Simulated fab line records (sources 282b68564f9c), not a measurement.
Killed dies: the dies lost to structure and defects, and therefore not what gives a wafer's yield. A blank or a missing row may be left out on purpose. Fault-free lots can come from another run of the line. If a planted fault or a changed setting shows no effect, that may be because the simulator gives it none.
fab line records ; flow rit_cmos
record: lots: 6; wafers: 18; last_day: 7
route steps=202 shown SDANNEAL@155 PSD@157 NSD@158 PLDD@159 NLDD@160 SILICIDE@161 CONTACT@168 M1@202
lots that met no fault: taken from a fault-free run of the same line
start_h: the number of hours between the record's first day and the start of the first shown wafer of the lot ; wait_h: hours from the lot's prior step to this one ; " same as the row above ; L1.1+2: a row that stands for several wafers ; - no value, or no start given ; * or withheld: withheld ; < > ~ a bound
route shown NAME@n: names a module that has steps shown in the file, with the first one's number in the route ; usual: average and standard deviation across the fault-free wafers ; same: alike in all rows ; chamber/n: place in a boat ; sites: per-site readings ; _std_site: standard deviation of those values ; _edge_site: the outer-site mean with the inner-site mean subtracted ; radius_mm: how far each site lies from the wafer's centre ; mask NAME#n: copy n ; behind: the tool/chamber that last shaped the wafer ; hold: what put the lot on hold/how long, in hours/how the hold closed ; device: the transistor (n, p or np) that didn't switch ; end of line: at the end of the route, the tests of the same wafers ; a step without rows: its recipe alone ; killed: dies lost to structure and defects at the first sort, not the wafer's yield ; map: the dies of a wafer, with x for killed, . for not killed, _ for no die there
set.NAME: the run value of the setting; set.NAME@STEP: its run value at that earlier step ; model.NAME: the simulator's own value behind a step, which no gauge read
lots at some steps of the route; a table a step, a row a wafer
services: when a tool's chamber went out of use (start_h, in hours from the record's first day, below 0 if earlier), for how many hours, and the reason
== steps ==
step: RIT_SDANNEAL_CLEAN_02
recipe: chemistry: SC2; mix: 3:3:50; time_s: 600; temp_c: 75; dry: n2_spin
step: RIT_SDANNEAL_RTA_03
recipe: temp_c: 1050; time_s: 5; idle_temp_c: 600; ramp_up_c_per_s: 342; ramp_down_c_per_s: 171; cool_to_c: 600; ambient: N2
usual: chamber_o2_ppm: 2.000/0.025; wafer_temp_C_max: 1053.5/1.1
lot.wafer;tool;chamber;start_h;wait_h;chamber_o2_ppm;wafer_temp_C_max
L620.1;rtp_anneal-02;0;49.37;0.0;2.014;1052.8
L620.3;rtp_anneal-02;0;49.37;0.0;2.012;1052.2
L620.6;rtp_anneal-02;0;49.37;0.0;2.026;1053.6
L629.2;rtp_anneal-01;0;93.99;0.0;2.004;1052.7
L629.4;rtp_anneal-01;0;93.99;0.0;2.013;1052.4
L629.5;rtp_anneal-01;0;93.99;0.0;2.023;1053.0
L633.1;rtp_anneal-01;0;114.38;0.0;2.000;1053.1
L633.2;rtp_anneal-01;0;114.38;0.0;1.990;1054.5
L633.6;rtp_anneal-01;0;114.38;0.0;1.991;1054.5
L635.1;rtp_anneal-01;0;127.53;0.0;2.044;1054.6
L635.2;rtp_anneal-01;0;127.53;0.0;2.034;1053.7
L635.6;rtp_anneal-01;0;127.53;0.0;2.023;1052.0
L641.2;rtp_anneal-02;0;158.34;0.0;2.069;1053.6
L641.3;rtp_anneal-02;0;158.34;0.0;2.030;1052.7
L641.5;rtp_anneal-02;0;158.34;0.0;1.988;1055.4
L643.1;rtp_anneal-02;0;171.29;0.0;2.005;1055.5
L643.3;rtp_anneal-02;0;171.29;0.0;1.996;1053.6
L643.4;rtp_anneal-02;0;171.29;0.0;1.981;1053.2
step: RIT_SDANNEAL_RS_MEAS_04
recipe: thk_meas_gauge: four-point-probe
usual: PSD_RS: 115.95/0.26
lot.wafer;tool;chamber;start_h;wait_h;PSD_RS[ohm/sq]
L620.1;film_metro-02;-;49.43;0.0;116.05
L620.3;film_metro-02;-;49.43;0.0;115.94
L620.6;film_metro-02;-;49.43;0.0;115.96
L629.2;film_metro-01;-;94.06;0.1;116.19
L629.4;film_metro-01;-;94.06;0.1;116.29
L629.5;film_metro-01;-;94.06;0.1;116.31
L633.1;film_metro-01;-;114.43;0.0;116.05
L633.2;film_metro-01;-;114.43;0.0;115.89
L633.6;film_metro-01;-;114.43;0.0;116.06
L635.1;film_metro-02;-;127.59;0.0;115.98
L635.2;film_metro-02;-;127.59;0.0;115.78
L635.6;film_metro-02;-;127.59;0.0;115.70
L641.2;film_metro-02;-;158.40;0.1;116.08
L641.3;film_metro-02;-;158.40;0.1;115.79
L641.5;film_metro-02;-;158.40;0.1;115.65
L643.1;film_metro-01;-;171.34;0.0;116.30
L643.3;film_metro-01;-;171.34;0.0;116.02
L643.4;film_metro-01;-;171.34;0.0;116.11
step: RIT_SDANNEAL_RS_MEAS_05
recipe: thk_meas_gauge: four-point-probe
usual: NSD_RS: 84.58/0.26
lot.wafer;tool;chamber;start_h;wait_h;NSD_RS[ohm/sq]
L620.1;film_metro-02;-;49.55;0.1;84.15
L620.3;film_metro-02;-;49.55;0.1;84.25
L620.6;film_metro-02;-;49.55;0.1;84.27
L629.2;film_metro-01;-;94.18;0.1;84.90
L629.4;film_metro-01;-;94.18;0.1;84.48
L629.5;film_metro-01;-;94.18;0.1;84.95
L633.1;film_metro-01;-;114.55;0.1;84.57
L633.2;film_metro-01;-;114.55;0.1;84.66
L633.6;film_metro-01;-;114.55;0.1;84.69
L635.1;film_metro-02;-;127.71;0.1;84.52
L635.2;film_metro-02;-;127.71;0.1;84.18
L635.6;film_metro-02;-;127.71;0.1;84.58
L641.2;film_metro-02;-;158.52;0.1;84.74
L641.3;film_metro-02;-;158.52;0.1;84.50
L641.5;film_metro-02;-;158.52;0.1;84.32
L643.1;film_metro-01;-;171.46;0.1;84.77
L643.3;film_metro-01;-;171.46;0.1;84.64
L643.4;film_metro-01;-;171.46;0.1;84.59
step: RIT_SDANNEAL_RS_MEAS_06
recipe: thk_meas_gauge: four-point-probe
usual: PLDD_RS: 178.6/0.46
lot.wafer;tool;chamber;start_h;wait_h;PLDD_RS[ohm/sq]
L620.1;film_metro-02;-;49.67;0.1;178.7
L620.3;film_metro-02;-;49.67;0.1;178.9
L620.6;film_metro-02;-;49.67;0.1;178.8
L629.2;film_metro-01;-;94.30;0.1;179.1
L629.4;film_metro-01;-;94.30;0.1;179.4
L629.5;film_metro-01;-;94.30;0.1;179.3
L633.1;film_metro-01;-;114.67;0.1;179.1
L633.2;film_metro-01;-;114.67;0.1;179.1
L633.6;film_metro-01;-;114.67;0.1;178.9
L635.1;film_metro-02;-;127.83;0.1;179.1
L635.2;film_metro-02;-;127.83;0.1;178.7
L635.6;film_metro-02;-;127.83;0.1;178.4
L641.2;film_metro-02;-;158.64;0.1;178.6
L641.3;film_metro-02;-;158.64;0.1;178.4
L641.5;film_metro-02;-;158.64;0.1;178.0
L643.1;film_metro-01;-;171.58;0.1;178.7
L643.3;film_metro-01;-;171.58;0.1;178.7
L643.4;film_metro-01;-;171.58;0.1;178.4
step: RIT_SDANNEAL_RS_MEAS_07
recipe: thk_meas_gauge: four-point-probe
usual: NLDD_RS: 151.5/0.52
lot.wafer;tool;chamber;start_h;wait_h;NLDD_RS[ohm/sq]
L620.1;film_metro-02;-;49.79;0.1;152.2
L620.3;film_metro-02;-;49.79;0.1;151.5
L620.6;film_metro-02;-;49.79;0.1;151.5
L629.2;film_metro-01;-;94.42;0.1;151.4
L629.4;film_metro-01;-;94.42;0.1;151.4
L629.5;film_metro-01;-;94.42;0.1;151.6
L633.1;film_metro-01;-;114.79;0.1;151.4
L633.2;film_metro-01;-;114.79;0.1;151.2
L633.6;film_metro-01;-;114.79;0.1;151.7
L635.1;film_metro-02;-;127.95;0.1;151.3
L635.2;film_metro-02;-;127.95;0.1;151.6
L635.6;film_metro-02;-;127.95;0.1;151.4
L641.2;film_metro-02;-;158.76;0.1;151.4
L641.3;film_metro-02;-;158.76;0.1;151.5
L641.5;film_metro-02;-;158.76;0.1;152.0
L643.1;film_metro-01;-;171.70;0.1;151.6
L643.3;film_metro-01;-;171.70;0.1;150.6
L643.4;film_metro-01;-;171.70;0.1;151.2
step: RIT_SILICIDE_WET_ETCH_00
recipe: chemistry: BOE; target: SiO2; target_depth_nm: 14; time_s: 15; dry: n2_spin; dilution: 10:1; temp_c: 21.5
step: RIT_SILICIDE_SPUTTER_01
recipe: material: Ti; target_thk_nm: 30; power_w: 350; chamber_pressure_pa: 0.667; gas: Ar; time_s: 240; substrate_temp_c: 25
usual: throttle_valve_pct: 30.2/1.4
lot.wafer;tool;chamber;start_h;wait_h;throttle_valve_pct
L620.1;pvd_sputter-01;-;49.92;0.0;29.5
L620.3;pvd_sputter-01;-;49.92;0.0;31.7
L620.6;pvd_sputter-01;-;49.92;0.0;31.7
L629.2;pvd_sputter-04;-;94.56;0.0;29.8
L629.4;pvd_sputter-04;-;94.56;0.0;31.5
L629.5;pvd_sputter-04;-;94.56;0.0;31.9
L633.1;pvd_sputter-04;-;114.93;0.0;29.7
L633.2;pvd_sputter-04;-;114.93;0.0;31.2
L633.6;pvd_sputter-04;-;114.93;0.0;31.4
L635.1;pvd_sputter-04;-;128.09;0.0;29.6
L635.2;pvd_sputter-04;-;128.09;0.0;31.4
L635.6;pvd_sputter-04;-;128.09;0.0;31.0
L641.2;pvd_sputter-04;-;158.88;0.0;31.8
L641.3;pvd_sputter-04;-;158.88;0.0;31.3
L641.5;pvd_sputter-04;-;158.88;0.0;31.7
L643.1;pvd_sputter-04;-;171.84;0.0;31.4
L643.3;pvd_sputter-04;-;171.84;0.0;31.3
L643.4;pvd_sputter-04;-;171.84;0.0;32.0
step: RIT_SILICIDE_RS_MEAS_02
recipe: thk_meas_gauge: four-point-probe; reads: Ti_of_SILICIDE_SPUTTER_01
usual: SILICIDE_TI_RS: 48.2/0.74
lot.wafer;tool;chamber;start_h;wait_h;SILICIDE_TI_RS[ohm/sq]
L620.1;film_metro-04;-;50.07;0.1;48.0
L620.3;film_metro-04;-;50.07;0.1;48.0
L620.6;film_metro-04;-;50.07;0.1;47.6
L629.2;film_metro-04;-;94.73;0.1;48.3
L629.4;film_metro-04;-;94.73;0.1;48.7
L629.5;film_metro-04;-;94.73;0.1;49.0
L633.1;film_metro-01;-;115.08;0.1;48.7
L633.2;film_metro-01;-;115.08;0.1;48.6
L633.6;film_metro-01;-;115.08;0.1;49.1
L635.1;film_metro-01;-;128.24;0.1;47.7
L635.2;film_metro-01;-;128.24;0.1;47.9
L635.6;film_metro-01;-;128.24;0.1;47.5
L641.2;film_metro-04;-;159.05;0.1;49.4
L641.3;film_metro-04;-;159.05;0.1;48.8
L641.5;film_metro-04;-;159.05;0.1;47.9
L643.1;film_metro-03;-;171.99;0.1;48.3
L643.3;film_metro-03;-;171.99;0.1;47.4
L643.4;film_metro-03;-;171.99;0.1;49.1
step: RIT_SILICIDE_THK_MEAS_03
recipe: thk_meas_gauge: xrf; reads: Ti_of_SILICIDE_SPUTTER_01
usual: SILICIDE_TI_THK: 29.7/0.35
lot.wafer;tool;chamber;start_h;wait_h;SILICIDE_TI_THK[nm]
L620.1;film_metro-04;-;50.19;0.1;29.9
L620.3;film_metro-04;-;50.19;0.1;29.9
L620.6;film_metro-04;-;50.19;0.1;30.1
L629.2;film_metro-04;-;94.84;0.1;29.8
L629.4;film_metro-04;-;94.84;0.1;29.6
L629.5;film_metro-04;-;94.84;0.1;29.4
L633.1;film_metro-01;-;115.20;0.1;29.4
L633.2;film_metro-01;-;115.20;0.1;29.3
L633.6;film_metro-01;-;115.20;0.1;29.2
L635.1;film_metro-01;-;128.36;0.1;29.8
L635.2;film_metro-01;-;128.36;0.1;30.0
L635.6;film_metro-01;-;128.36;0.1;29.8
L641.2;film_metro-04;-;159.16;0.1;29.3
L641.3;film_metro-04;-;159.16;0.1;29.5
L641.5;film_metro-04;-;159.16;0.1;30.0
L643.1;film_metro-03;-;172.11;0.1;29.6
L643.3;film_metro-03;-;172.11;0.1;30.1
L643.4;film_metro-03;-;172.11;0.1;29.3
step: RIT_SILICIDE_RTA_04
recipe: temp_c: 650; time_s: 10; idle_temp_c: 25; ramp_up_s: 5; ramp_down_s: 5; cool_to_c: 25; ambient: N2
usual: chamber_o2_ppm: 1.994/0.021; wafer_temp_C_max: 653.0/0.85
lot.wafer;tool;chamber;start_h;wait_h;chamber_o2_ppm;wafer_temp_C_max
L620.1;rtp_anneal-01;0;50.25;0.1;1.991;654.3
L620.3;rtp_anneal-01;0;50.25;0.1;1.997;653.8
L620.6;rtp_anneal-01;0;50.25;0.1;2.051;653.1
L629.2;rtp_anneal-02;0;94.90;0.1;1.982;651.8
L629.4;rtp_anneal-02;0;94.90;0.1;2.005;652.1
L629.5;rtp_anneal-02;0;94.90;0.1;1.961;651.9
L633.1;rtp_anneal-02;0;115.26;0.1;2.014;652.6
L633.2;rtp_anneal-02;0;115.26;0.1;1.999;652.4
L633.6;rtp_anneal-02;0;115.26;0.1;2.008;653.0
L635.1;rtp_anneal-02;0;128.42;0.1;1.983;652.7
L635.2;rtp_anneal-02;0;128.42;0.1;1.985;651.6
L635.6;rtp_anneal-02;0;128.42;0.1;2.007;652.7
L641.2;rtp_anneal-02;0;159.22;0.1;2.029;652.8
L641.3;rtp_anneal-02;0;159.22;0.1;1.982;652.4
L641.5;rtp_anneal-02;0;159.22;0.1;1.965;652.2
L643.1;rtp_anneal-01;0;172.17;0.1;1.978;653.8
L643.3;rtp_anneal-01;0;172.17;0.1;1.997;653.4
L643.4;rtp_anneal-01;0;172.17;0.1;1.957;653.1
step: RIT_SILICIDE_WET_ETCH_05
recipe: chemistry: SPM; target: Ti; temp_c: 90; time_s: 120; dry: n2_spin
step: RIT_SILICIDE_RTA_06
recipe: temp_c: 750; time_s: 10; idle_temp_c: 25; ramp_up_s: 5; ramp_down_s: 10; cool_to_c: 25; ambient: N2
usual: chamber_o2_ppm: 1.995/0.021; wafer_temp_C_max: 753.3/0.81
lot.wafer;tool;chamber;start_h;wait_h;chamber_o2_ppm;wafer_temp_C_max
L620.1;rtp_anneal-02;0;50.41;0.0;1.977;751.9
L620.3;rtp_anneal-02;0;50.41;0.0;1.978;753.3
L620.6;rtp_anneal-02;0;50.41;0.0;1.994;752.3
L629.2;rtp_anneal-01;0;95.02;0.0;1.994;756.1
L629.4;rtp_anneal-01;0;95.02;0.0;2.006;753.9
L629.5;rtp_anneal-01;0;95.02;0.0;2.003;754.7
L633.1;rtp_anneal-01;0;115.37;0.0;2.022;643.1
L633.2;rtp_anneal-01;0;115.37;0.0;2.000;644.2
L633.6;rtp_anneal-01;0;115.37;0.0;2.025;644.1
L635.1;rtp_anneal-01;0;128.53;0.0;2.006;643.8
L635.2;rtp_anneal-01;0;128.53;0.0;1.979;645.8
L635.6;rtp_anneal-01;0;128.53;0.0;2.005;643.0
L641.2;rtp_anneal-02;0;159.33;0.0;2.020;753.1
L641.3;rtp_anneal-02;0;159.33;0.0;2.012;753.2
L641.5;rtp_anneal-02;0;159.33;0.0;1.986;752.4
L643.1;rtp_anneal-02;0;172.28;0.0;1.968;753.5
L643.3;rtp_anneal-02;0;172.28;0.0;1.985;752.5
L643.4;rtp_anneal-02;0;172.28;0.0;2.016;752.6
step: RIT_CONTACT_CVD_00
recipe: material: SiO2; target_thk_nm: 400; precursor: TEOS; temp_c: 390; time_s: 61; rf_w: 400
usual: heater_power_w: 318/35
lot.wafer;tool;chamber;start_h;wait_h;heater_power_w
L620.1;pecvd-01;0;50.47;0.1;246
L620.3;pecvd-01;2;50.47;0.1;343
L620.6;pecvd-01;2;50.47;0.1;368
L629.2;pecvd-01;1;95.07;0.0;319
L629.4;pecvd-01;0;95.07;0.0;304
L629.5;pecvd-01;1;95.07;0.0;335
L633.1;pecvd-04;2;115.44;0.1;361
L633.2;pecvd-04;1;115.44;0.1;296
L633.6;pecvd-04;2;115.44;0.1;378
L635.1;pecvd-01;0;128.59;0.1;249
L635.2;pecvd-01;2;128.59;0.1;332
L635.6;pecvd-01;2;128.59;0.1;350
L641.2;pecvd-01;1;159.39;0.0;310
L641.3;pecvd-01;2;159.39;0.0;381
L641.5;pecvd-01;1;159.39;0.0;313
L643.1;pecvd-02;2;172.34;0.1;335
L643.3;pecvd-02;1;172.34;0.1;328
L643.4;pecvd-02;0;172.34;0.1;332
step: RIT_M1_PROBE_99
usual: killed_at_contacts: 0.1/0.27; killed_at_front_end: 6.4/2.9; killed_dies: 6.5/3; killed_open: 3.3/1.9; killed_short: 3.2/1.7
same: gross_dies: 264; killed_at_M0_to_M3: 0; killed_at_M4_up: 0; killed_at_back_side: 0; killed_at_other: 0
lot.wafer;tool;chamber;start_h;wait_h;killed_at_contacts;killed_at_front_end;killed_dies;killed_open;killed_short;model.etest.npoly_sal.rs_ohm_sq;model.etest.ppoly_sal.rs_ohm_sq;model.etest.pplus_sal.rs_ohm_sq;model.etest.nplus_sal.rs_ohm_sq;model.etest.pplus_sal.line_ohm_um;model.etest.nplus_sal.line_ohm_um;model.etest.contact_ppoly.rc_ohm;model.etest.contact_pplus.rc_ohm
L620.1;prober-02;-;57.03;0.1;0;3;3;1;2;4.372;4.305;4.299;4.311;1.245;1.246;1.386;1.397
L620.3;prober-02;-;57.13;0.2;0;4;4;3;1;4.377;4.336;4.317;4.318;1.259;1.254;1.388;1.369
L620.6;prober-02;-;57.28;0.2;0;2;2;0;2;4.341;4.246;4.275;4.298;1.247;1.261;1.386;1.383
L629.2;prober-01;-;101.60;0.1;0;7;7;6;1;4.309;4.257;4.293;4.246;1.25;1.257;1.365;1.423
L629.4;prober-01;-;101.70;0.2;0;6;6;4;2;4.389;4.355;4.341;4.332;1.236;1.254;1.408;1.383
L629.5;prober-01;-;101.75;0.2;0;2;2;0;2;4.375;4.347;4.381;4.324;1.259;1.265;1.393;1.387
L633.1;prober-01;-;125.32;0.1;0;2;2;2;0;15.27;14.91;14.82;14.69;4.358;4.252;4.331;4.347
L633.2;prober-01;-;125.37;0.1;0;8;8;4;4;15.28;14.91;14.87;14.77;4.249;4.285;4.298;4.255
L633.6;prober-01;-;125.57;0.2;0;11;11;5;6;15.44;15.1;14.89;14.71;4.291;4.245;4.283;4.289
L635.1;prober-01;-;135.87;0.1;0;3;3;3;0;15.01;14.64;14.66;14.48;4.267;4.194;4.263;4.274
L635.2;prober-01;-;135.92;0.1;0;7;7;5;2;15.21;14.74;14.78;14.54;4.207;4.193;4.2;4.145
L635.6;prober-01;-;136.12;0.2;1;5;6;1;5;15.06;14.6;14.61;14.5;4.274;4.204;4.336;4.084
L641.2;prober-01;-;166.42;0.1;0;4;4;1;3;4.45;4.401;4.398;4.409;1.285;1.277;1.422;1.452
L641.3;prober-01;-;166.47;0.2;0;6;6;5;1;4.407;4.395;4.367;4.372;1.284;1.278;1.409;1.348
L641.5;prober-01;-;166.57;0.2;0;1;1;0;1;4.322;4.311;4.293;4.286;1.24;1.244;1.37;1.403
L643.1;prober-01;-;178.63;0.1;0;10;10;2;8;4.437;4.393;4.398;4.378;1.266;1.272;1.418;1.389
L643.3;prober-01;-;178.73;0.2;0;5;5;3;2;4.343;4.291;4.294;4.318;1.262;1.252;1.426;1.373
L643.4;prober-01;-;178.78;0.2;0;6;6;2;4;4.46;4.434;4.404;4.413;1.298;1.281;1.413;1.412
killed by level:class
L620.1 GATE:geometric_particle:short=2 SPACER:geometric_particle:open=1
L620.3 GATE:geometric_particle:open=3 GATE:geometric_particle:short=1
L620.6 GATE:geometric_particle:short=1 REOX:geometric_particle:short=1
L629.2 GATE:geometric_particle:open=2 SPACER:geometric_particle:open=2 FOX1:geometric_particle:open=1 FOX1:geometric_particle:short=1 REOX:geometric_particle:open=1
L629.4 GATE:geometric_particle:short=2 SILICIDE:geometric_particle:open=2 GATE:geometric_particle:open=1 SPACER:geometric_particle:open=1
L629.5 FOX1:geometric_particle:short=1 SILICIDE:geometric_particle:short=1
L633.1 GATE:geometric_particle:open=2
L633.2 GATE:geometric_particle:short=3 GATE:geometric_particle:open=3 REOX:geometric_particle:short=1 SPACER:geometric_particle:open=1
L633.6 GATE:geometric_particle:short=3 SILICIDE:geometric_particle:open=2 FOX1:geometric_particle:open=1 GATE:geometric_particle:open=1 REOX:geometric_particle:short=1 REOX:geometric_particle:open=1 SPACER:geometric_particle:short=1 SILICIDE:geometric_particle:short=1
L635.1 GATE:geometric_particle:open=3
L635.2 GATE:geometric_particle:open=3 FOX1:geometric_particle:short=1 FOX1:geometric_particle:open=1 GATE:geometric_particle:short=1 REOX:geometric_particle:open=1
L635.6 FOX1:geometric_particle:short=3 REOX:geometric_particle:short=1 SILICIDE:geometric_particle:open=1 CONTACT:geometric_particle:short=1
L641.2 SILICIDE:geometric_particle:short=2 FOX2:geometric_particle:short=1 GATE:geometric_particle:open=1
L641.3 GATE:geometric_particle:open=3 FOX1:geometric_particle:open=1 GATE:geometric_particle:short=1 SILICIDE:geometric_particle:open=1
L641.5 GATE:geometric_particle:short=1
L643.1 GATE:geometric_particle:short=4 SPACER:geometric_particle:short=2 FOX1:geometric_particle:short=1 FOX2:geometric_particle:open=1 FOX2:geometric_particle:short=1 SILICIDE:geometric_particle:open=1
L643.3 FOX1:geometric_particle:open=2 FOX2:geometric_particle:short=1 GATE:geometric_particle:open=1 SPACER:geometric_particle:short=1
L643.4 GATE:geometric_particle:short=2 FOX1:geometric_particle:open=1 FOX2:geometric_particle:short=1 REOX:geometric_particle:short=1 SILICIDE:geometric_particle:open=1
== services ==
tool;chamber;start_h;hours;kind
pvd_sputter-01;-;44.78;3.7;repair
pvd_sputter-04;-;50.11;2.4;repair
pecvd-02;-;57.22;6.0;pm
pvd_sputter-01;-;67.50;0.5;repair
pecvd-04;-;74.79;22.8;repair
pecvd-02;-;92.35;3.3;repair
pvd_sputter-01;-;102.39;2.7;repair
pecvd-04;0;134.82;6.6;repair
rtp_anneal-02;-;143.50;1.0;pm
== key ==
first_sign: step: RIT_SILICIDE_RTA_06; reading: wafer_temp_C_max; direction: down; sigmas: 99+; usual: *; struck: *
effect none on later readings
model_effect: step: RIT_M1_PROBE_99; value: etest.npoly_sal.rs_ohm_sq; without: 4.406; struck: 15.21
met_at RIT_SILICIDE_RTA_06
struck_wafers L633.1,L633.2,L633.6,L635.1,L635.2,L635.6
tester_left_out L633,L635
onset_between 95.02 115.37
fault: kind: process_parameter_drift; tool: rtp_anneal-01; chamber: -; onset_h: 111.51; steps: RIT_SILICIDE_RTA_06; channel: temp_c; offset: *; shape: step; end_h: 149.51; acts_in: *; stated: *
tester_left_out: of these lots the tester's yield and bins aren't shown, on N5 and GAA mostly nor the transistor test; their killed dies are dies lost to structure and defects alone, not to doping, threshold or leakage, so they don't give the yield
